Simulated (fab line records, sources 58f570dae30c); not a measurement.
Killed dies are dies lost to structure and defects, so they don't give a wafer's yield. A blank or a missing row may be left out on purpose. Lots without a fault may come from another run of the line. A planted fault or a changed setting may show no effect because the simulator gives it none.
Which tool did it? | flow berkeley_cmos170 | 15 lots, 45 wafers sampled, at 6 steps of a route of 331

WHAT THE GAUGES READ, wafer by wafer
UCB170_M1_CD_MEAS_09: target cd 700 nm. Usual: cd_nm 700.1 nm, standard deviation 1.2.
lot  | measured     | on        | cd_nm (nm)        | flag
L421 | day 8 19:57  | cd_sem-02 | 702.0 701.6 701.3 |
L426 | day 9 14:24  | cd_sem-01 | 698.9 699.3 699.2 |
L425 | day 9 15:33  | cd_sem-02 | 699.5 699.1 698.3 |
L429 | day 10 13:01 | cd_sem-02 | 699.3 698.8 699.5 |
L430 | day 10 13:16 | cd_sem-01 | 699.7 700.1 699.6 |
L432 | day 10 13:43 | cd_sem-02 | 700.1 699.3 699.5 |
L433 | day 10 14:11 | cd_sem-01 | 699.7 699.5 699.7 |
L428 | day 10 14:19 | cd_sem-01 | 700.2 699.5 699.5 |
L431 | day 10 14:29 | cd_sem-02 | 698.8 698.8 699.5 |
L438 | day 11 23:17 | cd_sem-02 | 698.8 698.7 696.7 |
L439 | day 12 07:37 | cd_sem-02 | 701.3 702.8 702.9 |
L440 | day 12 09:06 | cd_sem-01 | 739.9 739.8 739.9 | OFF
L441 | day 12 09:23 | cd_sem-01 | 739.9 741.0 740.9 | OFF
L442 | day 12 22:07 | cd_sem-02 | 726.3 724.9 725.7 | OFF
L443 | day 13 00:46 | cd_sem-01 | 699.4 701.0 699.4 |

UCB170_M1_CD_MEAS_90: target cd 700 nm. Usual: cd_nm 698.1 nm, standard deviation 2.4.
lot  | measured     | on        | cd_nm (nm)        | flag
L421 | day 8 20:23  | cd_sem-02 | 698.6 695.9 696.6 |
L426 | day 9 14:53  | cd_sem-01 | 694.4 696.3 694.2 |
L425 | day 9 16:07  | cd_sem-02 | 697.8 698.2 696.6 |
L429 | day 10 13:26 | cd_sem-02 | 696.3 694.2 695.0 |
L430 | day 10 13:42 | cd_sem-01 | 701.5 701.7 699.8 |
L432 | day 10 14:11 | cd_sem-02 | 701.4 696.8 698.8 |
L433 | day 10 14:37 | cd_sem-01 | 695.8 695.7 693.7 |
L428 | day 10 14:45 | cd_sem-02 | 698.4 700.6 700.9 |
L431 | day 10 14:57 | cd_sem-01 | 698.3 697.8 696.9 |
L438 | day 11 23:43 | cd_sem-02 | 698.0 698.6 695.9 |
L439 | day 12 08:04 | cd_sem-02 | 697.0 699.6 700.3 |
L440 | day 12 09:32 | cd_sem-02 | 741.3 738.7 740.5 | OFF
L441 | day 12 09:49 | cd_sem-01 | 741.0 741.5 741.8 | OFF
L442 | day 12 22:32 | cd_sem-02 | 723.9 722.7 723.4 | OFF
L443 | day 13 01:22 | cd_sem-01 | 699.3 700.5 697.3 |

UCB170_V1_THK_MEAS_04. Usual: V1_POLISHED_THK 1000.0 nm, standard deviation 1.2.
lot  | measured     | on            | V1_POLISHED_THK (nm) | flag
L421 | day 8 22:28  | film_metro-03 | 1002.2 1001.8 1000.8 |
L426 | day 9 17:23  | film_metro-03 | 999.2 997.7 998.3    |
L425 | day 9 18:42  | film_metro-04 | 999.5 998.8 1000.8   |
L429 | day 10 15:31 | film_metro-01 | 1000.4 1002.0 1000.5 |
L430 | day 10 16:51 | film_metro-04 | 999.8 1001.8 998.8   |
L432 | day 10 17:09 | film_metro-01 | 1000.1 1000.4 1000.7 |
L433 | day 10 17:27 | film_metro-03 | 1000.6 1000.8 999.7  |
L428 | day 10 17:46 | film_metro-01 | 1000.7 1001.5 1000.7 |
L431 | day 10 18:12 | film_metro-03 | 999.4 1000.7 999.5   |
L438 | day 12 02:05 | film_metro-03 | 1001.9 1000.6 999.5  |
L439 | day 12 10:08 | film_metro-04 | 997.5 999.4 997.7    |
L440 | day 13 06:35 | film_metro-01 | 1000.5 999.5 997.3   |
L441 | day 13 06:35 | film_metro-03 | 1000.1 1000.3 999.7  |
L442 | day 13 06:55 | film_metro-04 | 1000.5 1000.8 999.5  |
L443 | day 13 07:12 | film_metro-04 | 999.6 997.7 997.8    |

WHICH TOOL RAN EACH LOT (tool, then ch and the chambers of the sampled wafers, then the start)
lot  | UCB170_NSD_STRIP_09                  | UCB170_BACKSIDE_STRIP_03             | UCB170_M1_PEB_07
L421 | plasma_asher-03 ch 0,1, day 8 09:35  | plasma_asher-03 ch 0, day 8 12:17    | litho_track-04 ch 0, day 8 19:40
L426 | plasma_asher-03 ch 0,1, day 9 01:28  | plasma_asher-03 ch 0,1, day 9 03:47  | litho_track-04 ch 0, day 9 14:08
L425 | plasma_asher-02 ch 0,1, day 9 04:26  | plasma_asher-03 ch 0,1, day 9 05:50  | litho_track-02 ch 0, day 9 15:17
L429 | plasma_asher-04 ch 0,1, day 9 23:26  | plasma_asher-01 ch 0,1, day 10 00:45 | litho_track-02 ch 0, day 10 12:44
L430 | plasma_asher-02 ch 0,1, day 9 23:42  | plasma_asher-01 ch 0,1, day 10 01:08 | litho_track-02 ch 0, day 10 12:59
L432 | plasma_asher-04 ch 0,1, day 9 23:47  | plasma_asher-02 ch 0,1, day 10 01:28 | litho_track-01 ch 0, day 10 13:26
L433 | plasma_asher-02 ch 0,1, day 10 00:04 | plasma_asher-01 ch 0,1, day 10 01:45 | litho_track-04 ch 0, day 10 13:55
L428 | plasma_asher-02 ch 0,1, day 10 00:20 | plasma_asher-03 ch 0,1, day 10 02:02 | litho_track-01 ch 0, day 10 14:03
L431 | plasma_asher-02 ch 0,1, day 10 00:38 | plasma_asher-01 ch 0,1, day 10 02:30 | litho_track-02 ch 0, day 10 14:11
L438 | plasma_asher-04 ch 0,1, day 11 13:14 | plasma_asher-02 ch 0,1, day 11 14:07 | litho_track-02 ch 0, day 11 22:58
L439 | plasma_asher-04 ch 0,1, day 11 23:15 | plasma_asher-02 ch 0,1, day 12 00:02 | litho_track-01 ch 0, day 12 07:14
L440 | plasma_asher-02 ch 0,1, day 11 23:28 | plasma_asher-01 ch 0,1, day 12 00:20 | litho_track-04 ch 0, day 12 08:50
L441 | plasma_asher-03 ch 0,1, day 11 23:31 | plasma_asher-02 ch 0,1, day 12 00:29 | litho_track-04 ch 0, day 12 09:06
L442 | plasma_asher-03 ch 0,1, day 12 13:04 | plasma_asher-02 ch 0,1, day 12 14:01 | litho_track-04 ch 0, day 12 21:51
L443 | plasma_asher-04 ch 0,1, day 12 13:18 | plasma_asher-03 ch 0, day 12 14:10   | litho_track-02 ch 0, day 13 00:30
- UCB170_NSD_STRIP_09: strips in O2.
- UCB170_BACKSIDE_STRIP_03: strips in O2.
- UCB170_M1_PEB_07

WHAT THE TOOLS THEMSELVES READ (means of the sampled wafers that have a number; where no wafer has one, the mark that the record gives instead)
UCB170_NSD_STRIP_09. Usual: drypump_motor_current_A 5.55 A, standard deviation 0.25; oes_product_au 0.534 a.u., standard deviation 0.0047; strip_time_to_endpoint_s 35.77 s, standard deviation 0.07.
lot  | tool            | drypump_motor_current_A (A) | oes_product_au (a.u.) | strip_time_to_endpoint_s (s) | flag
L421 | plasma_asher-03 | 5.61                        | 0.535                 | 35.89                        |
L426 | plasma_asher-03 | 5.60                        | 0.533                 | 35.85                        |
L425 | plasma_asher-02 | 5.35                        | 0.531                 | 35.70                        |
L429 | plasma_asher-04 | 5.76                        | 0.534                 | 35.73                        |
L430 | plasma_asher-02 | 5.36                        | 0.536                 | 35.68                        |
L432 | plasma_asher-04 | 5.78                        | 0.530                 | 35.77                        |
L433 | plasma_asher-02 | 5.38                        | 0.532                 | 35.73                        |
L428 | plasma_asher-02 | 5.38                        | 0.535                 | 35.78                        |
L431 | plasma_asher-02 | 5.39                        | 0.534                 | 35.75                        |
L438 | plasma_asher-04 | 5.76                        | 0.538                 | 35.77                        |
L439 | plasma_asher-04 | 5.77                        | 0.534                 | 35.70                        |
L440 | plasma_asher-02 | 5.38                        | 0.535                 | 35.78                        |
L441 | plasma_asher-03 | 5.59                        | 0.534                 | 35.86                        |
L442 | plasma_asher-03 | 5.59                        | 0.530                 | 35.84                        |
L443 | plasma_asher-04 | 5.75                        | 0.535                 | 35.71                        |

UCB170_BACKSIDE_STRIP_03. Usual: drypump_motor_current_A 5.46 A, standard deviation 0.26; oes_product_au 0.734 a.u., standard deviation 0.0046; strip_time_to_endpoint_s 21.94 s, standard deviation 0.062.
lot  | tool            | drypump_motor_current_A (A) | oes_product_au (a.u.) | strip_time_to_endpoint_s (s) | flag
L421 | plasma_asher-03 | 5.59                        | 0.737                 | 21.90                        |
L426 | plasma_asher-03 | 5.60                        | 0.736                 | 21.96                        |
L425 | plasma_asher-03 | 5.58                        | 0.737                 | 22.01                        |
L429 | plasma_asher-01 | 5.56                        | 0.734                 | 22.04                        |
L430 | plasma_asher-01 | 5.29                        | 0.730                 | 21.94                        |
L432 | plasma_asher-02 | 5.38                        | 0.737                 | 21.97                        |
L433 | plasma_asher-01 | 5.32                        | 0.736                 | 21.94                        |
L428 | plasma_asher-03 | 5.61                        | 0.736                 | 22.02                        |
L431 | plasma_asher-01 | 5.29                        | 0.735                 | 21.90                        |
L438 | plasma_asher-02 | 5.39                        | 0.736                 | 21.94                        |
L439 | plasma_asher-02 | 5.38                        | 0.739                 | 21.87                        |
L440 | plasma_asher-01 | 5.31                        | 0.732                 | 21.92                        |
L441 | plasma_asher-02 | 5.39                        | 0.735                 | 21.92                        |
L442 | plasma_asher-02 | 5.37                        | 0.737                 | 21.99                        |
L443 | plasma_asher-03 | 5.60                        | 0.732                 | 21.86                        |

UCB170_M1_PEB_07. Usual: heater_power_total_W 56.81 W, standard deviation 0.044; plate_temp_C 130.00 C, standard deviation 0.13; resist_line_temp_C 23.02 C, standard deviation 0.11.
lot  | tool           | heater_power_total_W (W) | plate_temp_C (C) | resist_line_temp_C (C) | flag
L421 | litho_track-04 | 56.84                    | 129.94           | 23.16                  |
L426 | litho_track-04 | 56.83                    | 130.17           | 23.00                  |
L425 | litho_track-02 | 56.77                    | 130.03           | 22.92                  |
L429 | litho_track-02 | 56.85                    | 129.98           | 23.02                  |
L430 | litho_track-02 | 56.80                    | 130.07           | 23.08                  |
L432 | litho_track-01 | 56.80                    | 130.03           | 23.01                  |
L433 | litho_track-04 | 56.83                    | 129.99           | 22.98                  |
L428 | litho_track-01 | 56.81                    | 129.98           | 23.12                  |
L431 | litho_track-02 | 56.84                    | 130.02           | 22.91                  |
L438 | litho_track-02 | 56.80                    | 129.95           | 22.88                  |
L439 | litho_track-01 | 56.82                    | 130.03           | 22.90                  |
L440 | litho_track-04 | 54.04                    | 125.20           | 22.93                  | OFF
L441 | litho_track-04 | 54.02                    | 125.10           | 22.97                  | OFF
L442 | litho_track-04 | 54.00                    | 125.13           | 23.12                  | OFF
L443 | litho_track-02 | 56.82                    | 129.96           | 23.01                  |

THE ANSWER, worked out from the rows above alone
Rule: a lot is off if the mean of its wafers that have a number lies more than 3 standard deviations from the usual mean. A lot without any number at a reading at which 4 lots or more have one is off too. The other lots that the step has rows for count as sound. The gauges are gone through in route order, then the tools' own readings, and for those a lot's mean is taken as printed above. The first step at which some lot is off is used, and at that step the reading that is off furthest; a lot without a number counts as furthest.
Off: L440, L441, L442, at UCB170_M1_CD_MEAS_09 (cd_nm).
A tool fits if, at a process step before that reading, it ran every lot that is off, and no sound lot after the first of them. The gauges at UCB170_M1_CD_MEAS_09 aren't tried: what is off there is off at UCB170_M1_PEB_07 too, on other tools, and a gauge's error can't cause that. One fits: litho_track-04 at UCB170_M1_PEB_07. Its last sound lot is L433 (day 10 13:55), its first lot that is off L440 (day 12 08:50): a fault that began between those two fits.
The tool's own readings at UCB170_M1_PEB_07 bear it out: on the lots that are off they differ by more than 5 times the standard deviation of the sound lots' means. heater_power_total_W reads 54.02 W there against 56.82 W on the sound lots; plate_temp_C reads 125.14 C there against 130.01 C on the sound lots.

WHAT THE SIMULATOR HAD PUT IN
Process parameter drift: litho_track-04, from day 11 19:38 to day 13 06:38, at UCB170_M1_PEB_07. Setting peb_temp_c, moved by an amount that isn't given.
Lots struck among those shown: L440, L441, L442. The rule above found the same.
